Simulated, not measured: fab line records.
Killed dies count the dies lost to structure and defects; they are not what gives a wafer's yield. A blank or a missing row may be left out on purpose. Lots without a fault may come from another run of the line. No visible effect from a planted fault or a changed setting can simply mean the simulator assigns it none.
Lot-split experiment || flow berkeley-cmos170 || 23 wafers read from 5 lots, route of 331 steps

== THE SPLIT ==
At UCB170_PFIELD_COAT_01 (resist thk 900 nm), the setting resist-thk-nm was moved away from the recipe's 900 nm on 8 of the 23 wafers read, by +3.0% to +5.5%. The other wafers ran this setting at the recipe's value.

The reading comes from the split's own step.

== THE READING ==
KrF_of_PFIELD_COAT_01.thk-nm (the simulator's own value, which no gauge read), in nm, at UCB170_PFIELD_COAT_01 (resist thk 900 nm). There is no usual value for it anywhere in the file. Here, 15 wafers ran the recipe; their average is 900.2 nm with a standard deviation of 1.7 nm.

{"wafer": "L074.3", "tool, chamber at the split": "litho-track-03, 0", "resist-thk-nm as run, nm": 900, "against the recipe": "recipe", "KrF_of_PFIELD_COAT_01.thk-nm, nm": 899.5, "against lot-mates on the recipe": "-"}
{"wafer": "L074.4", "tool, chamber at the split": "litho-track-03, 0", "resist-thk-nm as run, nm": 900, "against the recipe": "recipe", "KrF_of_PFIELD_COAT_01.thk-nm, nm": 899.1, "against lot-mates on the recipe": "-"}
{"wafer": "L074.5", "tool, chamber at the split": "litho-track-03, 0", "resist-thk-nm as run, nm": 900, "against the recipe": "recipe", "KrF_of_PFIELD_COAT_01.thk-nm, nm": 899.2, "against lot-mates on the recipe": "-"}
{"wafer": "L075.2", "tool, chamber at the split": "litho-track-03, 0", "resist-thk-nm as run, nm": 947.3, "against the recipe": "+5.3%", "KrF_of_PFIELD_COAT_01.thk-nm, nm": 945.2, "against lot-mates on the recipe": "+47.0"}
{"wafer": "L075.3", "tool, chamber at the split": "litho-track-03, 0", "resist-thk-nm as run, nm": 947.3, "against the recipe": "+5.3%", "KrF_of_PFIELD_COAT_01.thk-nm, nm": 945.6, "against lot-mates on the recipe": "+47.4"}
{"wafer": "L075.4", "tool, chamber at the split": "litho-track-03, 0", "resist-thk-nm as run, nm": 900, "against the recipe": "recipe", "KrF_of_PFIELD_COAT_01.thk-nm, nm": 898.6, "against lot-mates on the recipe": "-"}
{"wafer": "L075.5", "tool, chamber at the split": "litho-track-03, 0", "resist-thk-nm as run, nm": 900, "against the recipe": "recipe", "KrF_of_PFIELD_COAT_01.thk-nm, nm": 897.9, "against lot-mates on the recipe": "-"}
{"wafer": "L075.6", "tool, chamber at the split": "litho-track-03, 0", "resist-thk-nm as run, nm": 947.3, "against the recipe": "+5.3%", "KrF_of_PFIELD_COAT_01.thk-nm, nm": 947.3, "against lot-mates on the recipe": "+49.0"}
{"wafer": "L076.1", "tool, chamber at the split": "litho-track-04, 0", "resist-thk-nm as run, nm": 900, "against the recipe": "recipe", "KrF_of_PFIELD_COAT_01.thk-nm, nm": 898, "against lot-mates on the recipe": "-"}
{"wafer": "L076.3", "tool, chamber at the split": "litho-track-04, 0", "resist-thk-nm as run, nm": 900, "against the recipe": "recipe", "KrF_of_PFIELD_COAT_01.thk-nm, nm": 899.7, "against lot-mates on the recipe": "-"}
{"wafer": "L076.4", "tool, chamber at the split": "litho-track-04, 0", "resist-thk-nm as run, nm": 900, "against the recipe": "recipe", "KrF_of_PFIELD_COAT_01.thk-nm, nm": 900.7, "against lot-mates on the recipe": "-"}
{"wafer": "L076.5", "tool, chamber at the split": "litho-track-04, 0", "resist-thk-nm as run, nm": 900, "against the recipe": "recipe", "KrF_of_PFIELD_COAT_01.thk-nm, nm": 900.6, "against lot-mates on the recipe": "-"}
{"wafer": "L076.6", "tool, chamber at the split": "litho-track-04, 0", "resist-thk-nm as run, nm": 900, "against the recipe": "recipe", "KrF_of_PFIELD_COAT_01.thk-nm, nm": 899, "against lot-mates on the recipe": "-"}
{"wafer": "L078.1", "tool, chamber at the split": "litho-track-03, 0", "resist-thk-nm as run, nm": 900, "against the recipe": "recipe", "KrF_of_PFIELD_COAT_01.thk-nm, nm": 904.1, "against lot-mates on the recipe": "-"}
{"wafer": "L078.2", "tool, chamber at the split": "litho-track-03, 0", "resist-thk-nm as run, nm": 949.2, "against the recipe": "+5.5%", "KrF_of_PFIELD_COAT_01.thk-nm, nm": 953, "against lot-mates on the recipe": "+50.0"}
{"wafer": "L078.3", "tool, chamber at the split": "litho-track-03, 0", "resist-thk-nm as run, nm": 949.2, "against the recipe": "+5.5%", "KrF_of_PFIELD_COAT_01.thk-nm, nm": 949.1, "against lot-mates on the recipe": "+46.1"}
{"wafer": "L078.4", "tool, chamber at the split": "litho-track-03, 0", "resist-thk-nm as run, nm": 949.2, "against the recipe": "+5.5%", "KrF_of_PFIELD_COAT_01.thk-nm, nm": 951.2, "against lot-mates on the recipe": "+48.2"}
{"wafer": "L078.5", "tool, chamber at the split": "litho-track-03, 0", "resist-thk-nm as run, nm": 900, "against the recipe": "recipe", "KrF_of_PFIELD_COAT_01.thk-nm, nm": 901.8, "against lot-mates on the recipe": "-"}
{"wafer": "L085.1", "tool, chamber at the split": "litho-track-03, 0", "resist-thk-nm as run, nm": 900, "against the recipe": "recipe", "KrF_of_PFIELD_COAT_01.thk-nm, nm": 900.1, "against lot-mates on the recipe": "-"}
{"wafer": "L085.3", "tool, chamber at the split": "litho-track-03, 0", "resist-thk-nm as run, nm": 927.2, "against the recipe": "+3.0%", "KrF_of_PFIELD_COAT_01.thk-nm, nm": 927.8, "against lot-mates on the recipe": "+26.2"}
{"wafer": "L085.4", "tool, chamber at the split": "litho-track-03, 0", "resist-thk-nm as run, nm": 900, "against the recipe": "recipe", "KrF_of_PFIELD_COAT_01.thk-nm, nm": 903.1, "against lot-mates on the recipe": "-"}
{"wafer": "L085.5", "tool, chamber at the split": "litho-track-03, 0", "resist-thk-nm as run, nm": 927.2, "against the recipe": "+3.0%", "KrF_of_PFIELD_COAT_01.thk-nm, nm": 927.2, "against lot-mates on the recipe": "+25.6"}
{"wafer": "L085.6", "tool, chamber at the split": "litho-track-03, 0", "resist-thk-nm as run, nm": 900, "against the recipe": "recipe", "KrF_of_PFIELD_COAT_01.thk-nm, nm": 901.7, "against lot-mates on the recipe": "-"}

FIT RESULTS
A straight line over all 23 wafers: KrF_of_PFIELD_COAT_01.thk-nm changes by +9.03 nm for each +1% of resist-thk-nm; r = +1.00; the points scatter about the line by 1.8 nm.
The same after taking each lot's own level away (the mean of its wafers on the recipe; 23 wafers): +8.92 nm for each +1%; r = +1.00; scatter 1.2 nm.
The reading moves by 49 nm for the largest change in resist-thk-nm, on that fit.
From 898.25 to 902.95 nm: that is the span of the lots' own levels, equal to 2.7 times the standard deviation above.
Hence the lot-to-lot level has little effect on the slope; both slopes agree.
Check: +48.4 nm against its lot-mates is what the line predicts for one of the wafers moved furthest among these (+5.5%) when that wafer is left out of the fit. Against them it came out at +50 nm.

== THESE WAFERS: OTHER SPLITS ==
These wafers also went through other splits before the reading. Each is held against what the fit with the lots' levels taken away leaves over:
{"other split on the same wafers": "UCB170_START_OXIDATION_02 ox-time-s", "wafers away from the commonest value": 15, "r with KrF_of_PFIELD_COAT_01.thk-nm (lot level and that fit taken away)": "+0.16"}
{"other split on the same wafers": "UCB170_NWELL_CVD_04 temp-c", "wafers away from the commonest value": 18, "r with KrF_of_PFIELD_COAT_01.thk-nm (lot level and that fit taken away)": "+0.14"}
{"other split on the same wafers": "UCB170_NWELL_DEVELOP_11 dev-temp-c", "wafers away from the commonest value": 7, "r with KrF_of_PFIELD_COAT_01.thk-nm (lot level and that fit taken away)": "+0.01"}
{"other split on the same wafers": "UCB170_ACTIVE_OXIDATION_02 temp-c", "wafers away from the commonest value": 10, "r with KrF_of_PFIELD_COAT_01.thk-nm (lot level and that fit taken away)": "+0.15"}
{"other split on the same wafers": "UCB170_ACTIVE_SOFTBAKE_09 time-s", "wafers away from the commonest value": 11, "r with KrF_of_PFIELD_COAT_01.thk-nm (lot level and that fit taken away)": "+0.27"}

== THE WHOLE CHAIN: every reading that the file lists as answering this split, in the file's order ==
{"step": "UCB170_PFIELD_COAT_01", "what it does": "resist thk 900 nm", "reading": "KrF_of_PFIELD_COAT_01.thk-nm (the simulator's own value, which no gauge read)", "change (the file's fit)": "+8.89 nm for each +1% of the setting", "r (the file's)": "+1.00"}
{"step": "UCB170_PFIELD_STRIP_08", "what it does": "strips in O2", "reading": "strip-time-to-endpoint-s", "change (the file's fit)": "withheld for each +1% of the setting", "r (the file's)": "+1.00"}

== THE FILE'S OWN FIT ==
KrF_of_PFIELD_COAT_01.thk-nm changes by +8.89 nm for each +1% of resist-thk-nm, r = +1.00.
